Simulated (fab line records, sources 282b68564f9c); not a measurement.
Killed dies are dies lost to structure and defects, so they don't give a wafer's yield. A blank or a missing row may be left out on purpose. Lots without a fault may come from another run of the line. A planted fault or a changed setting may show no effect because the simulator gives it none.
Split-lot experiment | flow rit_cmos | 5 lots, 23 wafers read, on a route of 202 steps

THE SPLIT
At RIT_ACTIVE_CVD_03 (deposits Si3N4 from SiH2Cl2/NH3, target thk 150 nm, time 1500 s), the setting temp_c was moved away from the recipe's 810 C on 20 of the 23 wafers read, by -1.2% to +2.5%. The other wafers ran this setting at the recipe's value.

FROM THE SPLIT TO THE READING: what the file shows between them, 6 steps
- RIT_ACTIVE_THK_MEAS_04
- RIT_ACTIVE_EXPOSE_08: exposes mask M1, target cd 1400 nm (also split here: dose_mj)
- RIT_ACTIVE_PEB_09
- RIT_ACTIVE_DEVELOP_10: develop time 50 s
- RIT_ACTIVE_CD_MEAS_11: target cd 1400 nm
- RIT_ACTIVE_HARDBAKE_12: time 60 s

THE READING
oes_product_au, in a.u., at RIT_ACTIVE_ETCH_13 (etches Si3N4 in SF6, stops on SiO2, time 210 s, target depth 210 nm). Fault-free wafers of this fab line usually give 0.825 a.u., standard deviation 0.015 a.u..

wafer  | tool, chamber at the split | temp_c as run, C | against the recipe | oes_product_au, a.u. | against lot-mates on the recipe
L075.1 | lpcvd-01, 0                | 810              | recipe             | 0.806                | -
L075.4 | lpcvd-01, 0                | 810              | recipe             | 0.826                | -
L075.6 | lpcvd-01, 0                | 810              | recipe             | 0.801                | -
L080.1 | -, -                       | 830.6            | +2.5%              | 0.998                | no lot-mate on the recipe
L080.2 | -, -                       | 830.6            | +2.5%              | 1.003                | no lot-mate on the recipe
L080.3 | -, -                       | 830.6            | +2.5%              | 0.988                | no lot-mate on the recipe
L080.4 | -, -                       | 830.6            | +2.5%              | 0.995                | no lot-mate on the recipe
L080.5 | -, -                       | 830.6            | +2.5%              | 1.015                | no lot-mate on the recipe
L083.1 | -, -                       | 800.4            | -1.2%              | 0.773                | no lot-mate on the recipe
L083.2 | -, -                       | 800.4            | -1.2%              | 0.744                | no lot-mate on the recipe
L083.3 | -, -                       | 800.4            | -1.2%              | 0.766                | no lot-mate on the recipe
L083.4 | -, -                       | 800.4            | -1.2%              | 0.744                | no lot-mate on the recipe
L083.5 | -, -                       | 800.4            | -1.2%              | 0.751                | no lot-mate on the recipe
L084.1 | -, -                       | 818.5            | +1.0%              | 0.888                | no lot-mate on the recipe
L084.2 | -, -                       | 818.5            | +1.0%              | 0.880                | no lot-mate on the recipe
L084.3 | -, -                       | 818.5            | +1.0%              | 0.879                | no lot-mate on the recipe
L084.4 | -, -                       | 818.5            | +1.0%              | 0.894                | no lot-mate on the recipe
L084.5 | -, -                       | 818.5            | +1.0%              | 0.907                | no lot-mate on the recipe
L085.1 | -, -                       | 820.6            | +1.3%              | 0.908                | no lot-mate on the recipe
L085.2 | -, -                       | 820.6            | +1.3%              | 0.933                | no lot-mate on the recipe
L085.3 | -, -                       | 820.6            | +1.3%              | 0.911                | no lot-mate on the recipe
L085.4 | -, -                       | 820.6            | +1.3%              | 0.916                | no lot-mate on the recipe
L085.6 | -, -                       | 820.6            | +1.3%              | 0.932                | no lot-mate on the recipe

THE FIT
A straight line over all 23 wafers: oes_product_au changes by +0.0666 a.u. for each +1% of temp_c; r = +0.99; the points scatter about the line by 0.014 a.u..
Too few moved wafers have a lot-mate on the recipe to fit a line with each lot's own level taken away.

THE WHOLE CHAIN: every reading that the file lists as answering this split, in the file's order
step                   | what it does                                                        | reading                                                                        | change (the file's fit)                  | r (the file's)
RIT_ACTIVE_CVD_03      | deposits Si3N4 from SiH2Cl2/NH3, target thk 150 nm, time 1500 s     | Si3N4_of_ACTIVE_CVD_03.thk_nm (the simulator's own value, which no gauge read) | +24.2 nm for each +1% of the setting     | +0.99
RIT_ACTIVE_THK_MEAS_04 |                                                                     | ACTIVE_NITRIDE_THK                                                             | +24.2 for each +1% of the setting        | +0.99
RIT_ACTIVE_ETCH_13     | etches Si3N4 in SF6, stops on SiO2, time 210 s, target depth 210 nm | oes_product_au                                                                 | +0.0665 a.u. for each +1% of the setting | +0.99
RIT_ACTIVE_ETCH_13     | etches Si3N4 in SF6, stops on SiO2, time 210 s, target depth 210 nm | etch.depth_nm (the simulator's own value, which no gauge read)                 | +21.7 nm for each +1% of the setting     | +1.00
RIT_ACTIVE_ETCH_13     | etches Si3N4 in SF6, stops on SiO2, time 210 s, target depth 210 nm | ACTIVE.feature_depth_nm (the simulator's own value, which no gauge read)       | +21.7 nm for each +1% of the setting     | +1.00

THE FILE'S OWN FIT
oes_product_au changes by +0.0665 a.u. for each +1% of temp_c, r = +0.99.
